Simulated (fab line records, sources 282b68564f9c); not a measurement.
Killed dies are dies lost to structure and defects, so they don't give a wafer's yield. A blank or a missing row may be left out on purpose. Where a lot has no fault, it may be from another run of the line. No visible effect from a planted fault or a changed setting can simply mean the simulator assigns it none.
Which tool was responsible? + flow rit_cmos + 14 lots with 42 wafers sampled at 2 steps, on a route of 202 steps

## WHAT THE GAUGES SHOWED, per wafer
The record lacks any reading of a measuring or inspecting step that a usual standard deviation could be used to judge.

## EACH LOT AND THE TOOL THAT RAN IT (in order: tool; ch and the chambers of the sampled wafers; start)
| lot  | RIT_M1_SOFTBAKE_05               | RIT_M1_PROBE_99        |
|------|----------------------------------|------------------------|
| L935 | litho_track-01 ch 0, day 3 08:32 | -                      |
| L936 | litho_track-02 ch 0, day 3 16:49 | -                      |
| L937 | litho_track-04 ch 0, day 3 22:05 | -                      |
| L938 | litho_track-04 ch 0, day 4 04:41 | -                      |
| L939 | litho_track-04 ch 0, day 4 08:44 | prober-01, day 4 11:59 |
| L940 | litho_track-02 ch 0, day 4 14:01 | prober-02, day 4 17:23 |
| L941 | litho_track-01 ch 0, day 4 17:29 | prober-01, day 4 20:44 |
| L942 | litho_track-01 ch 0, day 4 22:32 | prober-02, day 5 01:58 |
| L943 | litho_track-04 ch 0, day 5 06:47 | -                      |
| L944 | litho_track-01 ch 0, day 5 08:36 | prober-01, day 5 12:09 |
| L945 | litho_track-02 ch 0, day 5 14:30 | prober-01, day 5 17:49 |
| L948 | litho_track-01 ch 0, day 6 01:19 | -                      |
| L954 | litho_track-04 ch 0, day 7 10:02 | -                      |
| L957 | litho_track-02 ch 0, day 8 00:13 | -                      |
- RIT_M1_SOFTBAKE_05: time 60 s.
- RIT_M1_PROBE_99

## AS READ BY THE TOOLS THEMSELVES (means over the sampled wafers that have a number; for cases with no such wafer, the mark the record gives instead)
RIT_M1_SOFTBAKE_05.
| lot  | tool           | chill_plate_temp_C (C) | heater_power_total_W (W) | plate_temp_C (C) |
|------|----------------|------------------------|--------------------------|------------------|
| L935 | litho_track-01 | 22.89                  | 34.58                    | 90.00            |
| L936 | litho_track-02 | 23.06                  | 34.52                    | 90.04            |
| L937 | litho_track-04 | 22.96                  | 34.58                    | 90.00            |
| L938 | litho_track-04 | 22.97                  | 34.55                    | 90.00            |
| L939 | litho_track-04 | 22.95                  | 34.54                    | 90.01            |
| L940 | litho_track-02 | 22.91                  | 34.59                    | 89.90            |
| L941 | litho_track-01 | 22.93                  | 34.63                    | 90.14            |
| L942 | litho_track-01 | 22.90                  | 34.52                    | 90.05            |
| L943 | litho_track-04 | 22.93                  | 34.61                    | 90.04            |
| L944 | litho_track-01 | 22.94                  | 35.43                    | 91.64            |
| L945 | litho_track-02 | 23.14                  | 34.58                    | 89.88            |
| L948 | litho_track-01 | 23.14                  | 35.42                    | 91.58            |
| L954 | litho_track-04 | 23.12                  | 34.53                    | 89.96            |
| L957 | litho_track-02 | 23.05                  | 34.59                    | 90.01            |

RIT_M1_PROBE_99.
| lot  | tool      | defect_limited_yield (%) | killed_at_contacts | killed_at_front_end | killed_dies | killed_open | killed_short | sort_bin_3_pad_short (%) | sort_bin_5_function (%) | sort_bin_6_memory (%) | sort_n_pass | sort_yield_pct (%) |
|------|-----------|--------------------------|--------------------|---------------------|-------------|-------------|--------------|--------------------------|-------------------------|-----------------------|-------------|--------------------|
| L939 | prober-01 | 97.2                     | 0.0                | 7.3                 | 7.3         | 3.0         | 4.0          | 0.1                      | 1.5                     | 1.2                   | 256.7       | 97.2               |
| L940 | prober-02 | 97.3                     | 0.0                | 7.0                 | 7.0         | 2.3         | 4.7          | 0.3                      | 1.7                     | 0.7                   | 257.0       | 97.3               |
| L941 | prober-01 | 97.7                     | 0.0                | 6.0                 | 6.0         | 4.0         | 2.0          | 0.0                      | 1.1                     | 1.1                   | 258.0       | 97.7               |
| L942 | prober-02 | 97.9                     | 0.0                | 5.7                 | 5.7         | 2.3         | 3.3          | 0.3                      | 0.9                     | 1.0                   | 258.3       | 97.9               |
| L944 | prober-01 | 98.0                     | 0.0                | 5.3                 | 5.3         | 3.3         | 2.0          | 0.0                      | 1.0                     | 1.0                   | 258.7       | 98.0               |
| L945 | prober-01 | 97.3                     | 0.0                | 7.0                 | 7.0         | 6.0         | 1.0          | 0.0                      | 1.9                     | 0.8                   | 257.0       | 97.3               |

## THE ANSWER, worked out from the rows above alone
Rule: the usual values come from the lots themselves. Put in order of their means at a reading, lots are off if they are a third of the lots or fewer, leave a main group of 4 or more, and stand apart from it by a gap of 3 or more times the standard deviation of the main group's means; of several such gaps the widest counts. A main group is skipped when, at the precision printed for the reading in the tables above, its means are all equal. A lot without any number at a reading at which 4 lots or more have one is off too. The other lots that the step has rows for count as sound. The gauges are gone through in route order, then the tools' own readings, and for those a lot's mean is taken as printed above. The first step at which some lot is off is used, and at that step the reading that is off furthest; a lot without a number counts as furthest.
Off at RIT_M1_SOFTBAKE_05 (heater_power_total_W): L944, L948. The main group has a mean of 34.57 W with a standard deviation of 0.034.
If a tool, at that step or one of the process steps before it, ran each lot that is off and ran no sound lot following the first of them, it fits. One fits: litho_track-01 at RIT_M1_SOFTBAKE_05. Its last sound lot is L942 (day 4 22:32), its first lot that is off L944 (day 5 08:36): a fault that began between those two fits.
The tool's own readings at RIT_M1_SOFTBAKE_05 bear it out: on the lots that are off they differ by more than 5 times the standard deviation of the sound lots' means. heater_power_total_W reads 35.42 W there against 34.57 W on the sound lots; plate_temp_C reads 91.61 C there against 90.00 C on the sound lots.

## WHAT HAD BEEN PUT IN BY THE SIMULATOR
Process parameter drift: litho_track-01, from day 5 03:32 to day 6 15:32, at RIT_M1_SOFTBAKE_05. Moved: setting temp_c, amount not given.
Shown lots that were struck: L944, L948. The rule above reached the same finding.
